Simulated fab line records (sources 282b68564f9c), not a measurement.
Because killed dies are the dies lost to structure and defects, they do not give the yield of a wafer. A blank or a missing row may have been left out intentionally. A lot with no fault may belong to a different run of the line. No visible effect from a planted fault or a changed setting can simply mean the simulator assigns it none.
One fault through the eyes of 2 desks :: flow rit-cmos :: every desk sees just its own numbers, and what lay behind them comes last

## FROM THE METROLOGY DESK
Means of the sampled wafers that have a number, per lot and without regard to the tool the lot ran on: this is what the gauges read. Any lot whose mean is over 4 standard deviations away from the usual mean is out of limits and marked OUT; that distance is given in the brackets.
Columns: A = FOX1_OXIDE_THK at RIT_FOX1_THK_MEAS_01, usual 347 nm
lot: L566
first seen here: day 1 18:37
A: 357

lot: L567
first seen here: day 1 22:00
A: 348

lot: L568
first seen here: day 2 03:49
A: 354

lot: L570
first seen here: day 2 14:19
A: 348

lot: L571
first seen here: day 2 18:59
A: 353

lot: L572
first seen here: day 3 00:21
A: 352

lot: L573
first seen here: day 3 04:48
A: 339

lot: L576
first seen here: day 3 22:07
A: 347

lot: L577
first seen here: day 4 00:56
A: 335

lot: L578
first seen here: day 4 06:44
A: 339

lot: L586
first seen here: day 5 22:48
A: 212 (-19) OUT

lot: L587
first seen here: day 6 03:47
A: 207 (-20) OUT

lot: L588
first seen here: day 6 08:56
A: 356

lot: L589
first seen here: day 6 13:31
A: 349
This desk finds L586, L587 out of limits, with the earliest case on L586 at day 5 22:48 (FOX1_OXIDE_THK at RIT_FOX1_THK_MEAS_01). L566, L567, L568, L570, L571, L572, L573, L576, L577, L578, L588, L589: within limits.

## FOR THE TOOL OWNER'S DESK: furnace-04
The tool's own readings at RIT_FOX1_OXIDATION_00 (target thk 350.7 nm, ox time 1130 s): means of the sampled wafers that have a number, for each lot that ran on this tool. Any lot whose mean is over 4 standard deviations away from the usual mean is out of limits and marked OUT; that distance is given in the brackets.
Columns: A = ox-temp-c at RIT_FOX1_OXIDATION_00, usual 1099.9 C
lot: L570
first seen here: day 2 13:00
A: 1099.6

lot: L576
first seen here: day 3 20:47
A: 1098.7

lot: L578
first seen here: day 4 05:25
A: 1099.5

lot: L586
first seen here: day 5 21:29
A: 1100.1

lot: L587
first seen here: day 6 02:29
A: 1100.2
Finding of this desk: none of the 5 lots has anything out of limits.

## TAKEN TOGETHER
An alarm was possible from the metrology desk at day 5 22:48, on L586, L587.
The tool owner's desk saw nothing out of limits.
On record at the tool owner's desk: L586, L587, within its limits.
Of the lots named, all ran RIT_FOX1_OXIDATION_00 on furnace-04.

## WHAT HAD BEEN PUT IN BY THE SIMULATOR
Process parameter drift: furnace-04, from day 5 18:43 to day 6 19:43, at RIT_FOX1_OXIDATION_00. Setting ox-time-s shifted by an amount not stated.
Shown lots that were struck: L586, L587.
Hours from the fault's start to each desk's first reading out of limits: the metrology desk, 4.
